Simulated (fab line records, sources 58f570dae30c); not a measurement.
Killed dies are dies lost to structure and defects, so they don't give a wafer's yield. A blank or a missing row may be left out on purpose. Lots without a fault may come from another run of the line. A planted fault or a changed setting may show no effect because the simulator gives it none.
fab line records | flow berkeley_cmos170 | part 1 of 2: steps 1 to 27 of 36
record lots=5 wafers=15 last_day=12
route steps=331 shown FIELD@89 SACOX@97 SCREENOX@100 NVT@104 PVT@115
lots that met no fault: from a run of the same line without faults
start_h: hours from the record's first day to the start of the lot's first wafer shown | wait_h: hours since the lot's step before | " the same as in the row above | L1.1+2: a row that stands for several wafers | - no value, or no start given | * or withheld: withheld | < > ~ a bound
route shown NAME@n: a module of which the file shows steps, and the number in the route of the first | usual: mean/standard deviation of fault-free wafers | same: alike in all rows | chamber/n: place in a boat | sites: the reading at each site | _std_site: their standard deviation | _edge_site: outer sites' mean less inner sites' | radius_mm: how far each site lies from the wafer's centre | mask NAME#n: copy n | behind: the tool/chamber that last shaped the wafer | hold: why the lot was held/for how many hours/how that ended | device: the transistor (n, p or np) that didn't switch | end of line: the same wafers' tests at the end of the route | a step without rows: its recipe alone | killed: dies lost to structure and defects at the first sort, not the wafer's yield | map: a wafer's dies, x killed, . not, _ none there
set.NAME: the setting as run; set.NAME@STEP: as run at that earlier step | model.NAME: the simulator's own value behind a step, which no gauge read
lots at some steps of the route; a table a step, a row a wafer
services: from which hour (start_h, from the record's first day; less than 0 if before it) a tool's chamber was out of use, for how many hours, and why
## steps
# step UCB170_FIELD_CLEAN_00
# recipe chemistry=dHF dilution=25:1 time_s=7.5
# columns lot.wafer tool chamber start_h wait_h
L076.3+4+5 wet_bench-03 2 109.61 0.0
L082.2+4+5 wet_bench-04 3 142.36 0.2
L086.1+3+4 wet_bench-04 3 159.37 0.1
L091.3+5+6 wet_bench-01 3 182.35 0.0
L095.2+3+6 wet_bench-03 0 200.90 0.0
# step UCB170_FIELD_OXIDATION_01
# recipe temp_c=1000 ambient=H2O p_h2o_torr=584.62 target_thk_a=5583 ox_time_s=7200
# usual tube_center_temp_C_max=1002.6/0.42 zone_power_source_pct=31/5.2
# columns lot.wafer tool chamber start_h wait_h tube_center_temp_C_max zone_power_source_pct
L076.3 furnace-02 0 113.85 4.2 1003.2 35
L076.4 " 0 " " 1002.6 35
L076.5 " 0 " " 1002.5 35
L082.2 furnace-01 0 148.11 5.7 1002.6 41
L082.4 " 0 " " 1002.4 41
L082.5 " 0 " " 1002.0 40
L086.1 furnace-04 0 163.12 3.7 1003.0 27
L086.3 " 0 " " 1002.8 27
L086.4 " 0 " " 1002.4 27
L091.3 furnace-04 0 187.10 4.7 1001.9 27
L091.5 " 0 " " 1002.1 27
L091.6 " 0 " " 1002.5 27
L095.2 furnace-04 0 204.97 4.1 1003.2 26
L095.3 " 0 " " 1002.1 26
L095.6 " 0 " " 1002.9 27
# step UCB170_FIELD_THK_MEAS_02
# recipe reads=SiO2_of_FIELD_OXIDATION_01
# usual FIELD_OXIDE_THK=555/10
# columns lot.wafer tool chamber start_h wait_h FIELD_OXIDE_THK[nm]
L076.3 film_metro-03 - 116.87 0.0 552
L076.4 " - " " 545
L076.5 " - " " 561
L082.2 film_metro-04 - 151.12 0.0 552
L082.4 " - " " 559
L082.5 " - " " 554
L086.1 film_metro-04 - 166.12 0.0 540
L086.3 " - " " 540
L086.4 " - " " 546
L091.3 film_metro-03 - 190.12 0.0 543
L091.5 " - " " 538
L091.6 " - " " 538
L095.2 film_metro-01 - 207.98 0.0 545
L095.3 " - " " 547
L095.6 " - " " 558
# step UCB170_FIELD_ANNEAL_03
# recipe temp_c=1000 time_s=1200 ambient=N2
# usual tube_center_temp_C_max=1002.5/0.39 zone_power_source_pct=35/6
# columns lot.wafer tool chamber start_h wait_h tube_center_temp_C_max zone_power_source_pct
L076.3 furnace-01 0 123.31 6.4 1002.2 40
L076.4 " 0 " " 1002.6 41
L076.5 " 0 " " 1002.9 41
L082.2 furnace-04 0 155.04 3.9 1002.7 27
L082.4 " 0 " " 1002.0 27
L082.5 " 0 " " 1002.6 27
L086.1 furnace-01 0 168.36 2.2 1003.4 40
L086.3 " 0 " " 1002.4 41
L086.4 " 0 " " 1002.2 41
L091.3 furnace-04 0 192.85 2.7 1002.6 27
L091.5 " 0 " " 1002.7 27
L091.6 " 0 " " 1002.6 27
L095.2 furnace-04 0 213.15 5.2 1002.2 27
L095.3 " 0 " " 1002.5 27
L095.6 " 0 " " 1002.6 26
# step UCB170_FIELD_WET_ETCH_04
# recipe chemistry=dHF dilution=10:1 target=SiO2 temp_c=25 time_s=60
# columns lot.wafer tool chamber start_h wait_h
L076.3+4+5 wet_bench-03 2 124.64 0.0
L082.2+4+5 wet_bench-04 3 157.08 0.7
L086.1+3+4 wet_bench-03 0 169.69 0.0
L091.3+5+6 wet_bench-04 0 194.19 0.0
L095.2+3+6 wet_bench-04 1 214.49 0.0
# step UCB170_FIELD_WET_ETCH_05
# recipe chemistry=H3PO4 target=Si3N4 temp_c=160 time_s=12600
# columns lot.wafer tool chamber start_h wait_h
L076.3+4+5 wet_bench-03 1 124.67 0.0
L082.2+4+5 wet_bench-01 3 157.19 0.1
L086.1+3+4 wet_bench-03 0 169.72 0.0
L091.3+5+6 wet_bench-03 3 194.21 0.0
L095.2+3+6 wet_bench-04 2 214.51 0.0
# step UCB170_FIELD_WET_ETCH_06
# recipe chemistry=BOE dilution=5:1 target=SiO2 temp_c=25 time_s=22
# columns lot.wafer tool chamber start_h wait_h
L076.3+4+5 wet_bench-01 3 128.18 0.0
L082.2+4+5 wet_bench-04 0 160.70 0.0
L086.1+3+4 wet_bench-04 0 173.23 0.0
L091.3+5+6 wet_bench-04 2 197.72 0.0
L095.2+3+6 wet_bench-03 2 218.02 0.0
# step UCB170_FIELD_THK_MEAS_90
# recipe reads=SiO2_of_FIELD_OXIDATION_01
# usual FIELD_OXIDE_LEFT_1_THK=438/11
# columns lot.wafer tool chamber start_h wait_h FIELD_OXIDE_LEFT_1_THK[nm]
L076.3 film_metro-03 - 128.27 0.1 435
L076.4 " - " " 428
L076.5 " - " " 444
L082.2 film_metro-03 - 160.72 0.0 435
L082.4 " - " " 442
L082.5 " - " " 438
L086.1 film_metro-03 - 173.24 0.0 424
L086.3 " - " " 425
L086.4 " - " " 430
L091.3 film_metro-01 - 197.76 0.0 425
L091.5 " - " " 421
L091.6 " - " " 421
L095.2 film_metro-04 - 218.05 0.0 429
L095.3 " - " " 430
L095.6 " - " " 441
# step UCB170_SACOX_CLEAN_00
# recipe chemistry=dHF dilution=25:1 time_s=7.5
# columns lot.wafer tool chamber start_h wait_h
L076.3+4+5 wet_bench-03 2 128.31 0.0
L082.2+4+5 wet_bench-04 2 160.77 0.0
L086.1+3+4 wet_bench-02 3 173.30 0.1
L091.3+5+6 wet_bench-03 1 197.80 0.0
L095.2+3+6 wet_bench-03 2 218.10 0.0
# step UCB170_SACOX_OXIDATION_01
# recipe temp_c=900 ambient=O2 target_thk_a=144 ox_time_s=2400
# usual tube_center_temp_C_max=902.4/0.38 zone_power_source_pct=26/4.6
# columns lot.wafer tool chamber start_h wait_h tube_center_temp_C_max zone_power_source_pct
L076.3 furnace-04 0 134.28 6.0 902.6 21
L076.4 " 0 " " 902.3 21
L076.5 " 0 " " 902.5 21
L082.2 furnace-01 0 162.36 1.6 902.7 32
L082.4 " 0 " " 902.4 32
L082.5 " 0 " " 902.6 32
L086.1 furnace-02 0 177.65 4.3 902.6 28
L086.3 " 0 " " 902.3 28
L086.4 " 0 " " 902.3 28
L091.3 furnace-02 0 201.58 3.8 902.2 27
L091.5 " 0 " " 902.4 28
L091.6 " 0 " " 902.5 28
L095.2 furnace-04 0 221.84 3.7 902.6 21
L095.3 " 0 " " 902.0 21
L095.6 " 0 " " 902.3 21
# step UCB170_SACOX_THK_MEAS_02
# recipe reads=SiO2_of_SACOX_OXIDATION_01
# usual SACOX_OXIDE_THK=14.37/0.28
# columns lot.wafer tool chamber start_h wait_h SACOX_OXIDE_THK[nm]
L076.3 film_metro-02 - 135.97 0.0 14.48
L076.4 " - " " 14.49
L076.5 " - " " 14.39
L082.2 film_metro-03 - 164.04 0.0 14.09
L082.4 " - " " 14.12
L082.5 " - " " 14.09
L086.1 film_metro-03 - 179.31 0.0 14.49
L086.3 " - " " 14.75
L086.4 " - " " 14.61
L091.3 film_metro-02 - 203.27 0.0 14.40
L091.5 " - " " 14.12
L091.6 " - " " 14.29
L095.2 film_metro-02 - 223.51 0.0 14.22
L095.3 " - " " 14.17
L095.6 " - " " 14.17
# step UCB170_SCREENOX_WET_ETCH_00
# recipe chemistry=dHF dilution=25:1 target=SiO2 temp_c=25 time_s=200
# columns lot.wafer tool chamber start_h wait_h
L076.3+4+5 wet_bench-01 1 136.01 0.0
L082.2+4+5 wet_bench-02 1 166.51 2.5
L086.1+3+4 wet_bench-01 1 179.37 0.1
L091.3+5+6 wet_bench-03 2 203.31 0.0
L095.2+3+6 wet_bench-03 2 223.56 0.0
# step UCB170_SCREENOX_OXIDATION_01
# recipe temp_c=900 ambient=O2 target_thk_a=144 ox_time_s=2400
# usual tube_center_temp_C_max=902.3/0.38 zone_power_source_pct=30.0/2.8
# columns lot.wafer tool chamber start_h wait_h tube_center_temp_C_max zone_power_source_pct
L076.3 furnace-01 0 140.84 4.8 902.0 31.3
L076.4 " 0 " " 902.3 31.3
L076.5 " 0 " " 901.8 31.4
L082.2 furnace-02 0 168.78 2.2 902.1 27.3
L082.4 " 0 " " 902.2 27.5
L082.5 " 0 " " 901.9 27.1
L086.1 furnace-01 0 185.19 5.8 902.6 31.3
L086.3 " 0 " " 902.1 31.6
L086.4 " 0 " " 901.7 32.1
L091.3 furnace-02 0 208.70 5.3 901.9 27.4
L091.5 " 0 " " 902.7 27.4
L091.6 " 0 " " 902.6 27.0
L095.2 furnace-01 0 226.33 2.7 902.5 31.8
L095.3 " 0 " " 902.7 31.5
L095.6 " 0 " " 902.1 31.1
# step UCB170_SCREENOX_THK_MEAS_02
# recipe reads=SiO2_of_SCREENOX_OXIDATION_01
# usual SCREENOX_OXIDE_THK=14.3/0.32
# columns lot.wafer tool chamber start_h wait_h SCREENOX_OXIDE_THK[nm]
L076.3 film_metro-04 - 142.53 0.0 14.6
L076.4 " - " " 14.2
L076.5 " - " " 14.4
L082.2 film_metro-02 - 170.46 0.0 14.5
L082.4 " - " " 14.4
L082.5 " - " " 14.7
L086.1 film_metro-03 - 186.86 0.0 14.6
L086.3 " - " " 14.7
L086.4 " - " " 14.7
L091.3 film_metro-03 - 210.38 0.0 14.9
L091.5 " - " " 14.9
L091.6 " - " " 14.8
L095.2 film_metro-02 - 228.00 0.0 14.0
L095.3 " - " " 13.8
L095.6 " - " " 13.8
# step UCB170_SCREENOX_ANNEAL_03
# recipe temp_c=900 time_s=900 ambient=N2
# usual tube_center_temp_C_max=902.3/0.39 zone_power_source_pct=27/4.5
# columns lot.wafer tool chamber start_h wait_h tube_center_temp_C_max zone_power_source_pct
L076.3 furnace-04 0 148.62 6.1 902.4 21
L076.4 " 0 " " 901.9 21
L076.5 " 0 " " 902.9 21
L082.2 furnace-01 0 174.36 3.9 902.6 32
L082.4 " 0 " " 902.5 32
L082.5 " 0 " " 902.2 32
L086.1 furnace-02 0 191.25 4.4 901.8 28
L086.3 " 0 " " 902.9 27
L086.4 " 0 " " 902.5 27
L091.3 furnace-02 0 214.71 4.3 901.8 28
L091.5 " 0 " " 902.0 28
L091.6 " 0 " " 901.9 28
L095.2 furnace-01 0 230.84 2.8 903.0 32
L095.3 " 0 " " 902.3 32
L095.6 " 0 " " 902.2 32
# step UCB170_NVT_HMDS_00
# recipe prime_time_s=60 prime_temp_c=100
# usual exhaust_pa=45.2/0.89 resist_line_temp_C=23.02/0.11
# columns lot.wafer tool chamber start_h wait_h exhaust_pa resist_line_temp_C
L076.3 litho_track-04 0 150.22 0.4 44.3 23.01
L076.4 " 0 " " 44.8 23.10
L076.5 " 0 " " 43.3 23.05
L082.2 litho_track-03 0 175.83 0.2 44.3 23.20
L082.4 " 0 " " 45.5 23.01
L082.5 " 0 " " 44.6 23.02
L086.1 litho_track-02 0 192.50 0.0 45.8 22.90
L086.3 " 0 " " 44.4 23.03
L086.4 " 0 " " 46.3 22.98
L091.3 litho_track-03 0 216.01 0.1 45.8 23.18
L091.5 " 0 " " 45.9 22.98
L091.6 " 0 " " 46.3 22.95
L095.2 litho_track-04 0 232.32 0.2 45.2 22.87
L095.3 " 0 " " 43.1 23.00
L095.6 " 0 " " 45.0 22.91
# step UCB170_NVT_COAT_01
# recipe resist=KrF spin_rpm=1500 resist_thk_nm=900
# usual exhaust_pa=44.7/0.89 resist_line_temp_C=23.02/0.11 spin_speed_rpm=1500.0/1.1
# columns lot.wafer tool chamber start_h wait_h exhaust_pa resist_line_temp_C spin_speed_rpm
L076.3 litho_track-04 0 150.37 0.1 44.2 23.08 1499.9
L076.4 " 0 " " 44.4 23.09 1501.3
L076.5 " 0 " " 44.0 23.24 1500.4
L082.2 litho_track-03 0 175.98 0.1 44.5 23.16 1499.4
L082.4 " 0 " " 44.6 22.96 1499.7
L082.5 " 0 " " 45.7 23.06 1499.3
L086.1 litho_track-02 0 192.65 0.1 44.7 22.88 1501.1
L086.3 " 0 " " 44.3 22.84 1498.3
L086.4 " 0 " " 44.3 22.91 1499.5
L091.3 litho_track-03 0 216.16 0.1 45.6 23.16 1499.6
L091.5 " 0 " " 45.7 23.03 1500.3
L091.6 " 0 " " 46.0 23.03 1499.9
L095.2 litho_track-04 0 232.47 0.1 43.5 22.96 1500.2
L095.3 " 0 " " 43.9 23.17 1498.9
L095.6 " 0 " " 43.2 22.95 1499.3
# step UCB170_NVT_SOFTBAKE_02
# recipe resist=KrF temp_c=130 time_s=60
# usual exhaust_pa=45.1/0.82 resist_line_temp_C=22.98/0.1
# columns lot.wafer tool chamber start_h wait_h exhaust_pa resist_line_temp_C
L076.3 litho_track-04 0 150.52 0.1 45.9 22.90
L076.4 " 0 " " 45.2 22.96
L076.5 " 0 " " 46.7 22.92
L082.2 litho_track-03 0 176.13 0.1 44.4 22.90
L082.4 " 0 " " 45.5 22.98
L082.5 " 0 " " 46.4 22.92
L086.1 litho_track-02 0 192.80 0.1 44.5 22.95
L086.3 " 0 " " 46.3 22.95
L086.4 " 0 " " 45.7 23.06
L091.3 litho_track-03 0 216.31 0.1 45.7 22.96
L091.5 " 0 " " 47.7 22.85
L091.6 " 0 " " 45.0 23.02
L095.2 litho_track-04 0 232.62 0.1 45.1 22.84
L095.3 " 0 " " 45.7 22.88
L095.6 " 0 " " 45.5 22.89
# step UCB170_NVT_EXPOSE_03
# recipe mask_id=PWELL target_cd_nm=3000 na=0.5 sigma_outer=0.6 source_shape=conventional dose_mj=30
# columns lot.wafer tool chamber start_h wait_h mask
L076.3+4+5 krf_scanner-01 0 150.84 0.3 PWELL#0
L082.2+4+5 krf_scanner-02 0 176.44 0.3 PWELL#0
L086.1+3+4 krf_scanner-01 0 192.95 0.1 PWELL#0
L091.3+5+6 krf_scanner-02 0 216.45 0.1 PWELL#0
L095.2+3+6 krf_scanner-02 0 233.22 0.6 PWELL#0
# step UCB170_NVT_PEB_04
# recipe peb_temp_c=130 peb_time_s=withheld resist=KrF
# usual exhaust_pa=44.8/0.95 resist_line_temp_C=22.98/0.11
# columns lot.wafer tool chamber start_h wait_h exhaust_pa resist_line_temp_C
L076.3 litho_track-04 0 151.50 0.6 44.3 22.82
L076.4 " 0 " " 44.5 22.77
L076.5 " 0 " " 45.2 22.94
L082.2 litho_track-03 0 176.56 0.1 45.5 22.93
L082.4 " 0 " " 45.8 23.08
L082.5 " 0 " " 44.7 23.05
L086.1 litho_track-02 0 193.85 0.9 44.1 23.09
L086.3 " 0 " " 43.7 23.09
L086.4 " 0 " " 44.2 22.98
L091.3 litho_track-03 0 216.58 0.1 44.0 22.95
L091.5 " 0 " " 43.4 22.84
L091.6 " 0 " " 42.8 22.73
L095.2 litho_track-03 0 233.46 0.2 44.9 23.03
L095.3 " 0 " " 46.2 23.16
L095.6 " 0 " " 45.4 23.04
# step UCB170_NVT_DEVELOP_05
# recipe developer=TMAH develop_time_s=45 resist=KrF dev_temp_c=21
# usual exhaust_pa=45.1/0.86 resist_line_temp_C=23.01/0.097
# columns lot.wafer tool chamber start_h wait_h exhaust_pa resist_line_temp_C
L076.3 litho_track-04 0 - - 46.3 23.02
L076.4 " 0 " " 45.3 23.11
L076.5 " 0 " " 45.6 23.07
L082.2 litho_track-03 0 - - 45.6 23.08
L082.4 " 0 " " 45.8 22.92
L082.5 " 0 " " 45.3 23.10
L086.1 litho_track-02 0 - - 46.1 22.84
L086.3 " 0 " " 45.3 22.85
L086.4 " 0 " " 44.3 22.89
L091.3 litho_track-03 0 - - 46.6 23.03
L091.5 " 0 " " 46.0 22.84
L091.6 " 0 " " 45.5 22.89
L095.2 litho_track-03 0 - - 45.9 22.94
L095.3 " 0 " " 44.5 22.96
L095.6 " 0 " " 44.9 23.01
# step UCB170_NVT_OVL_MEAS_06
# usual NVT_OVL=-1/4.7
# columns lot.wafer tool chamber start_h wait_h NVT_OVL[nm]
L076.3 overlay-02 - 151.74 - 10
L076.4 " - " " 2
L076.5 " - " " 4
L082.2 overlay-02 - 176.82 - 1
L082.4 " - " " -4
L082.5 " - " " 3
L086.1 overlay-01 - 194.12 - -1
L086.3 " - " " 2
L086.4 " - " " -1
L091.3 overlay-01 - 216.82 - 5
L091.5 " - " " 8
L091.6 " - " " 13
L095.2 overlay-01 - 233.72 - 3
L095.3 " - " " -1
L095.6 " - " " 0
# step UCB170_NVT_IMPLANT_07
# recipe species=BF2 dose_cm2=3e+12 energy_kev=50 tilt_deg=7
# usual beam_on_s=10.01/0.19 dose_ions_cm2=3e+12/3.2e+09
# same implant_ion_amu=49
# columns lot.wafer tool chamber start_h wait_h beam_on_s dose_ions_cm2
L076.3 implanter-02 0 151.81 0.1 9.77 2.998e+12
L076.4 " 0 " " 9.95 2.997e+12
L076.5 " 0 " " 10.08 2.994e+12
L082.2 implanter-03 0 176.87 0.0 9.94 3.004e+12
L082.4 " 0 " " 9.78 2.996e+12
L082.5 " 0 " " 9.95 2.998e+12
L086.1 implanter-02 0 194.16 0.0 9.77 3e+12
L086.3 " 0 " " 9.90 3.004e+12
L086.4 " 0 " " 9.86 3.002e+12
L091.3 implanter-01 0 216.89 0.1 9.99 3e+12
L091.5 " 0 " " 9.82 3.003e+12
L091.6 " 0 " " 9.82 3.001e+12
L095.2 implanter-01 0 233.77 0.0 9.80 2.996e+12
L095.3 " 0 " " 9.95 2.999e+12
L095.6 " 0 " " 10.10 2.998e+12
# step UCB170_NVT_STRIP_08
# recipe chemistry=O2 power_w=400 pressure_mtorr=3500 platen_temp_c=withheld o2_flow_sccm=400 overash_fraction=0.5
# usual drypump_motor_current_A=6.26/0.26 oes_product_au=0.735/0.0047 strip_time_to_endpoint_s=21.64/0.063
# columns lot.wafer tool chamber start_h wait_h drypump_motor_current_A oes_product_au rf_hours_counter_h strip_time_to_endpoint_s
L076.3 plasma_asher-01 0 151.94 0.1 6.17 0.730 - 21.64
L076.4 " 1 " " 6.37 0.730 - 21.58
L076.5 " 1 " " 6.34 0.736 - 21.63
L082.2 plasma_asher-03 0 177.00 0.1 6.45 0.740 6 21.56
L082.4 " 1 " " 5.74 0.731 - 21.63
L082.5 " 0 " " 6.45 0.737 - 21.61
L086.1 plasma_asher-03 0 194.31 0.1 6.45 0.728 7 21.71
L086.3 " 0 " " 6.46 0.736 - 21.78
L086.4 " 1 " " 5.76 0.735 - 21.74
L091.3 plasma_asher-01 0 217.03 0.1 6.19 0.743 - 21.68
L091.5 " 0 " " 6.20 0.741 - 21.64
L091.6 " 1 " " 6.34 0.739 - 21.68
L095.2 plasma_asher-01 1 233.90 0.1 6.32 0.742 48 21.54
L095.3 " 0 " " 6.25 0.736 - 21.59
L095.6 " 0 " " 6.22 0.737 - 21.58
# step UCB170_NVT_TW_MEAS_09
# usual NVT_TW=531/6.2
# columns lot.wafer tool chamber start_h wait_h NVT_TW
L076.3 film_metro-02 - 152.03 0.1 534
L076.4 " - " " 536
L076.5 " - " " 534
L082.2 film_metro-01 - 177.11 0.1 536
L082.4 " - " " 532
L082.5 " - " " 531
L086.1 film_metro-04 - 194.41 0.1 525
L086.3 " - " " 522
L086.4 " - " " 520
L091.3 film_metro-01 - 217.11 0.1 532
L091.5 " - " " 532
L091.6 " - " " 530
L095.2 film_metro-04 - 234.01 0.1 520
L095.3 " - " " 521
L095.6 " - " " 519
# step UCB170_NVT_CLEAN_10
# recipe chemistry=SPM temp_c=120 time_s=600
# columns lot.wafer tool chamber start_h wait_h
L076.3+4+5 wet_bench-04 1 152.07 0.0
L082.2+4+5 wet_bench-01 3 177.18 0.1
L086.1+3+4 wet_bench-02 1 194.47 0.1
L091.3+5+6 wet_bench-01 3 218.42 1.3
L095.2+3+6 wet_bench-04 0 236.18 2.2
# step UCB170_PVT_HMDS_00
# recipe prime_time_s=60 prime_temp_c=100
# usual exhaust_pa=45.2/0.99 resist_line_temp_C=22.98/0.11
# columns lot.wafer tool chamber start_h wait_h exhaust_pa resist_line_temp_C
L076.3 litho_track-01 0 152.45 0.2 44.2 22.98
L076.4 " 0 " " 44.7 23.06
L076.5 " 0 " " 44.4 23.18
L082.2 litho_track-01 0 177.42 0.0 43.9 22.93
L082.4 " 0 " " 44.3 22.91
L082.5 " 0 " " 44.9 22.75
L086.1 litho_track-02 0 195.12 0.5 44.5 22.98
L086.3 " 0 " " 43.6 22.92
L086.4 " 0 " " 43.9 22.96
L091.3 litho_track-02 0 218.67 0.1 45.6 23.04
L091.5 " 0 " " 44.9 23.06
L091.6 " 0 " " 44.7 23.00
L095.2 litho_track-01 0 236.57 0.2 44.7 22.98
L095.3 " 0 " " 44.7 22.83
L095.6 " 0 " " 47.3 22.86
